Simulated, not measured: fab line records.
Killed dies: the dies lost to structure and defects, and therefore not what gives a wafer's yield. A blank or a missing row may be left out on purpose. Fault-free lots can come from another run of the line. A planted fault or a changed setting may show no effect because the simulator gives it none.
The tool behind it: which one? / flow berkeleyCmos170 / 14 lots with 42 wafers sampled at 2 steps, on a route of 331 steps

## WHAT THE GAUGES READ, wafer by wafer
UCB170_V1_THK_MEAS_01.
lot=L471; measured=day 7 14:35; on=filmMetro-01; V1_TEOS_THK (nm)=1998 2040 2019
lot=L472; measured=day 7 14:35; on=filmMetro-03; V1_TEOS_THK (nm)=1940 1945 1984
lot=L470; measured=day 7 14:44; on=filmMetro-04; V1_TEOS_THK (nm)=2003 1996 1999
lot=L473; measured=day 7 21:02; on=filmMetro-04; V1_TEOS_THK (nm)=1966 1977 2007
lot=L474; measured=day 7 21:03; on=filmMetro-01; V1_TEOS_THK (nm)=1979 2000 2009
lot=L477; measured=day 9 00:33; on=filmMetro-03; V1_TEOS_THK (nm)=1993 2006 2001
lot=L478; measured=day 9 00:33; on=filmMetro-01; V1_TEOS_THK (nm)=2009 2042 2014
lot=L475; measured=day 9 00:41; on=filmMetro-04; V1_TEOS_THK (nm)=1975 1992 2013
lot=L485; measured=day 10 07:45; on=filmMetro-03; V1_TEOS_THK (nm)=1668 1703 1684
lot=L486; measured=day 10 17:44; on=filmMetro-03; V1_TEOS_THK (nm)=1678 1674 1725
lot=L488; measured=day 11 09:50; on=filmMetro-01; V1_TEOS_THK (nm)=1964 1998 2015
lot=L490; measured=day 11 09:50; on=filmMetro-03; V1_TEOS_THK (nm)=1982 2021 2039
lot=L492; measured=day 11 21:56; on=filmMetro-03; V1_TEOS_THK (nm)=1969 1939 2006
lot=L493; measured=day 12 12:43; on=filmMetro-04; V1_TEOS_THK (nm)=2001 1958 1973

## TOOL THAT RAN EACH LOT (tool first, then ch and the chambers of the sampled wafers, then the start)
lot=L471; UCB170_V1_CVD_00=pecvd-03 ch 0,1,2, day 7 14:25
lot=L472; UCB170_V1_CVD_00=pecvd-02 ch 1,2, day 7 14:25
lot=L470; UCB170_V1_CVD_00=pecvd-03 ch 0,1,2, day 7 14:34
lot=L473; UCB170_V1_CVD_00=pecvd-02 ch 0,2, day 7 20:52
lot=L474; UCB170_V1_CVD_00=pecvd-04 ch 0,1, day 7 20:52
lot=L477; UCB170_V1_CVD_00=pecvd-04 ch 0,1,2, day 9 00:22
lot=L478; UCB170_V1_CVD_00=pecvd-03 ch 0,1, day 9 00:22
lot=L475; UCB170_V1_CVD_00=pecvd-02 ch 0,1,2, day 9 00:32
lot=L485; UCB170_V1_CVD_00=pecvd-02 ch 0,1, day 10 07:35
lot=L486; UCB170_V1_CVD_00=pecvd-02 ch 0,1,2, day 10 17:35
lot=L488; UCB170_V1_CVD_00=pecvd-04 ch 0,2, day 11 09:40
lot=L490; UCB170_V1_CVD_00=pecvd-03 ch 1,2, day 11 09:40
lot=L492; UCB170_V1_CVD_00=pecvd-03 ch 0,1,2, day 11 21:46
lot=L493; UCB170_V1_CVD_00=pecvd-03 ch 0,1, day 12 12:34
- UCB170_V1_CVD_00: deposits SiO2 from TEOS/O2, target thk 2000 nm, time 250 s.

## WHAT THE TOOLS THEMSELVES READ (means of the sampled wafers that have a number; where no wafer has one, the mark that the record gives instead)
UCB170_V1_CVD_00.
lot=L471; tool=pecvd-03; heaterPowerW (W)=260; rfFwdPowerW (W)=548.2
lot=L472; tool=pecvd-02; heaterPowerW (W)=227; rfFwdPowerW (W)=547.2
lot=L470; tool=pecvd-03; heaterPowerW (W)=278; rfFwdPowerW (W)=548.3
lot=L473; tool=pecvd-02; heaterPowerW (W)=209; rfFwdPowerW (W)=548.8
lot=L474; tool=pecvd-04; heaterPowerW (W)=263; rfFwdPowerW (W)=544.9
lot=L477; tool=pecvd-04; heaterPowerW (W)=272; rfFwdPowerW (W)=547.7
lot=L478; tool=pecvd-03; heaterPowerW (W)=220; rfFwdPowerW (W)=549.1
lot=L475; tool=pecvd-02; heaterPowerW (W)=246; rfFwdPowerW (W)=549.1
lot=L485; tool=pecvd-02; heaterPowerW (W)=333; rfFwdPowerW (W)=328.8
lot=L486; tool=pecvd-02; heaterPowerW (W)=323; rfFwdPowerW (W)=326.7
lot=L488; tool=pecvd-04; heaterPowerW (W)=274; rfFwdPowerW (W)=548.2
lot=L490; tool=pecvd-03; heaterPowerW (W)=288; rfFwdPowerW (W)=546.3
lot=L492; tool=pecvd-03; heaterPowerW (W)=269; rfFwdPowerW (W)=547.6
lot=L493; tool=pecvd-03; heaterPowerW (W)=248; rfFwdPowerW (W)=549.6

## THE ANSWER, worked out from the rows above alone
Rule: the lots themselves supply what counts as usual. The widest of any qualifying gaps counts: lots, ordered by their means at a reading, are off when they make up no more than a third of the lots, leave a main group of 4 or more, and stand apart from it by 3 or more times the standard deviation of that group's means. The tables above print the reading to a certain number of digits; a main group whose means all agree to those digits is not used. A lot without any number at a reading at which 4 lots or more have one is off too. Where the step has rows for the other lots, those lots are counted as sound. First the gauges in route order, then the tools' own readings, where a lot's mean is used as printed above. The first step at which some lot is off is used, and at that step the reading that is off furthest; a lot without a number counts as furthest.
Off: L485, L486, seen at UCB170_V1_THK_MEAS_01 (V1_TEOS_THK). The main group has a mean of 1994 nm with a standard deviation of 19.
If a tool, at a process step before that reading, ran all the lots that are off and no sound lot after the first of them, it fits. The gauges at UCB170_V1_THK_MEAS_01 aren't tried: what is off there is off at UCB170_V1_CVD_00 too, on other tools, and a gauge's error can't cause that. One candidate fits, namely pecvd-02 at UCB170_V1_CVD_00. Its last sound lot is L475 (day 9 00:32), its first lot that is off L485 (day 10 07:35): a fault that began between those two fits.
On the lots that are off, the tool's own readings at UCB170_V1_CVD_00 differ by more than 5 times the standard deviation of the sound lots' means, which bears it out; rfFwdPowerW reads 327.8 W there versus 547.9 W on the sound lots.

## WHAT THE SIMULATOR PUT IN
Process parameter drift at UCB170_V1_CVD_00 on pecvd-02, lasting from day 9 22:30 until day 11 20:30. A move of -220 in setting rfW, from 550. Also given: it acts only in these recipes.
Shown lots that were struck: L485, L486. The same result came from the rule above.
